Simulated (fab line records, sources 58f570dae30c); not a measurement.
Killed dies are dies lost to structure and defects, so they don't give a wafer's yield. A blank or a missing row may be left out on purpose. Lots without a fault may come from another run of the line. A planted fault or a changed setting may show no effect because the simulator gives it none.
Which tool did it? | flow berkeley_cmos170 | 14 lots, 42 wafers sampled, at 5 steps of a route of 331

WHAT THE GAUGES READ, wafer by wafer
UCB170_V1_THK_MEAS_01.
lot  | measured     | on            | V1_TEOS_THK (nm)
L519 | day 6 23:17  | film_metro-01 | 2007 1990 2037
L518 | day 7 04:10  | film_metro-02 | 1986 1993 1947
L520 | day 7 18:55  | film_metro-02 | 1967 2024 2055
L522 | day 8 12:38  | film_metro-01 | 1967 1985 1989
L526 | day 8 19:08  | film_metro-01 | 1978 2001 2005
L529 | day 9 15:38  | film_metro-01 | 1477 1489 1514
L534 | day 10 11:17 | film_metro-02 | 1995 2007 2014
L532 | day 10 13:26 | film_metro-02 | 1450 1516 1508
L535 | day 11 01:56 | film_metro-04 | 1985 2025 1988
L536 | day 11 03:16 | film_metro-02 | 1987 2020 2037
L537 | day 11 03:25 | film_metro-01 | 2010 1990 2008
L539 | day 11 15:15 | film_metro-04 | 1984 2033 1998
L540 | day 11 15:14 | film_metro-02 | 2001 2008 2029
L541 | day 11 15:25 | film_metro-01 | 1949 2026 1985

UCB170_V1_BOW_MEAS_03.
lot  | measured     | on            | V1_BOW (um)
L519 | day 6 23:40  | film_metro-02 | 19 21 25
L518 | day 7 04:32  | film_metro-04 | 28 15 20
L520 | day 7 19:17  | film_metro-02 | 23 26 33
L522 | day 8 12:59  | film_metro-04 | 13 14 22
L526 | day 8 19:31  | film_metro-04 | 15 15 22
L529 | day 9 15:59  | film_metro-01 | 19 15 18
L534 | day 10 11:40 | film_metro-04 | 17 21 22
L532 | day 10 13:49 | film_metro-04 | 27 20 16
L535 | day 11 02:17 | film_metro-01 | 16 27 18
L536 | day 11 03:37 | film_metro-02 | 14 22 22
L537 | day 11 03:55 | film_metro-04 | 31 20 13
L539 | day 11 15:37 | film_metro-04 | 34 23 7
L540 | day 11 15:36 | film_metro-02 | 18 20 26
L541 | day 11 15:56 | film_metro-01 | 11 29 11

UCB170_V1_CD_MEAS_90: target cd 700 nm.
lot  | measured     | on        | cd_nm (nm)
L519 | day 7 04:52  | cd_sem-01 | 702.5 700.1 702.1
L518 | day 7 06:22  | cd_sem-02 | 701.2 701.4 702.0
L520 | day 7 21:47  | cd_sem-01 | 701.9 701.8 700.4
L522 | day 8 15:40  | cd_sem-02 | 700.9 701.3 700.8
L526 | day 8 21:33  | cd_sem-02 | 699.0 699.5 698.8
L529 | day 9 22:37  | cd_sem-02 | 700.7 699.9 701.6
L534 | day 10 14:07 | cd_sem-02 | 699.5 699.6 699.5
L532 | day 10 18:24 | cd_sem-02 | 699.8 700.5 699.5
L535 | day 11 04:20 | cd_sem-02 | 701.2 699.8 701.8
L536 | day 11 09:15 | cd_sem-02 | 697.9 698.9 699.0
L537 | day 11 09:41 | cd_sem-01 | 697.0 696.5 697.5
L539 | day 11 17:46 | cd_sem-01 | 698.8 697.1 698.5
L540 | day 11 17:35 | cd_sem-01 | 700.0 701.8 698.7
L541 | day 11 18:04 | cd_sem-02 | 701.2 701.6 700.5

WHICH TOOL RAN EACH LOT (tool, then ch and the chambers of the sampled wafers, then the start)
lot  | UCB170_CONTACT_STRIP_06              | UCB170_V1_CVD_00
L519 | plasma_asher-01 ch 0,1, day 6 13:57  | pecvd-03 ch 0,2, day 6 23:07
L518 | plasma_asher-01 ch 0,1, day 6 18:13  | pecvd-01 ch 0,1,2, day 7 04:01
L520 | plasma_asher-02 ch 0,1, day 7 12:51  | pecvd-04 ch 1,2, day 7 18:44
L522 | plasma_asher-03 ch 0,1, day 8 02:40  | pecvd-01 ch 0,1, day 8 12:29
L526 | plasma_asher-01 ch 0,1, day 8 10:29  | pecvd-01 ch 0,2, day 8 18:59
L529 | plasma_asher-02 ch 0,1, day 9 08:37  | pecvd-01 ch 0,1, day 9 15:28
L534 | plasma_asher-03 ch 0,1, day 10 03:31 | pecvd-04 ch 0,2, day 10 11:07
L532 | plasma_asher-03 ch 0,1, day 10 05:17 | pecvd-01 ch 0,1,2, day 10 13:16
L535 | plasma_asher-01 ch 0,1, day 10 19:13 | pecvd-03 ch 0,1, day 11 01:46
L536 | plasma_asher-01 ch 0,1, day 10 20:34 | pecvd-04 ch 0,2, day 11 03:07
L537 | plasma_asher-02 ch 0,1, day 10 20:57 | pecvd-04 ch 0,1,2, day 11 03:16
L539 | plasma_asher-02 ch 1, day 11 03:29   | pecvd-04 ch 1,2, day 11 15:05
L540 | plasma_asher-02 ch 0,1, day 11 03:38 | pecvd-03 ch 0,2, day 11 15:05
L541 | plasma_asher-01 ch 0,1, day 11 04:51 | pecvd-03 ch 1,2, day 11 15:14
- UCB170_CONTACT_STRIP_06: strips in O2.
- UCB170_V1_CVD_00: deposits SiO2 from TEOS/O2, target thk 2000 nm, time 250 s.

WHAT THE TOOLS THEMSELVES READ (means of the sampled wafers that have a number; where no wafer has one, the mark that the record gives instead)
UCB170_CONTACT_STRIP_06.
lot  | tool            | drypump_motor_current_A (A) | oes_product_au (a.u.) | strip_time_to_endpoint_s (s)
L519 | plasma_asher-01 | 5.79                        | 0.731                 | 22.03
L518 | plasma_asher-01 | 5.69                        | 0.735                 | 21.95
L520 | plasma_asher-02 | 5.25                        | 0.732                 | 22.02
L522 | plasma_asher-03 | 5.86                        | 0.736                 | 22.04
L526 | plasma_asher-01 | 5.77                        | 0.737                 | 21.89
L529 | plasma_asher-02 | 5.27                        | 0.737                 | 22.04
L534 | plasma_asher-03 | 6.00                        | 0.735                 | 21.89
L532 | plasma_asher-03 | 5.85                        | 0.737                 | 22.04
L535 | plasma_asher-01 | 5.66                        | 0.737                 | 22.00
L536 | plasma_asher-01 | 5.78                        | 0.738                 | 21.99
L537 | plasma_asher-02 | 5.25                        | 0.737                 | 22.02
L539 | plasma_asher-02 | 5.24                        | 0.733                 | 22.09
L540 | plasma_asher-02 | 5.27                        | 0.737                 | 21.90
L541 | plasma_asher-01 | 5.79                        | 0.735                 | 21.97

UCB170_V1_CVD_00.
lot  | tool     | heater_power_w (W)
L519 | pecvd-03 | 251
L518 | pecvd-01 | 283
L520 | pecvd-04 | 199
L522 | pecvd-01 | 298
L526 | pecvd-01 | 255
L529 | pecvd-01 | 279
L534 | pecvd-04 | 205
L532 | pecvd-01 | 261
L535 | pecvd-03 | 159
L536 | pecvd-04 | 240
L537 | pecvd-04 | 225
L539 | pecvd-04 | 178
L540 | pecvd-03 | 252
L541 | pecvd-03 | 206

THE ANSWER, worked out from the rows above alone
Rule: what is usual is taken from the lots themselves. Put in order of their means at a reading, lots are off if they are a third of the lots or fewer, leave a main group of 4 or more, and stand apart from it by a gap of 3 or more times the standard deviation of the main group's means; of several such gaps the widest counts. A main group whose means are all the same, to the digits that the tables above print for the reading, isn't used. A lot without any number at a reading at which 4 lots or more have one is off too. The other lots that the step has rows for count as sound. The gauges are gone through in route order, then the tools' own readings, and for those a lot's mean is taken as printed above. The first step at which some lot is off is used, and at that step the reading that is off furthest; a lot without a number counts as furthest.
Off: L529, L532, at UCB170_V1_THK_MEAS_01 (V1_TEOS_THK). The main group: mean 2000 nm, standard deviation 13.
A tool fits if, at a process step before that reading, it ran every lot that is off, and no sound lot after the first of them. The gauges at UCB170_V1_THK_MEAS_01 are tried like those tools. One fits: pecvd-01 at UCB170_V1_CVD_00. Its last sound lot is L526 (day 8 18:59), its first lot that is off L529 (day 9 15:28): a fault that began between those two fits.

WHAT THE SIMULATOR HAD PUT IN
Process parameter drift: pecvd-01, from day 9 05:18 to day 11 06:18, at UCB170_V1_CVD_00. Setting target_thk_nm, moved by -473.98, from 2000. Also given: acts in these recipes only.
Lots struck among those shown: L529, L532. The rule above found the same.
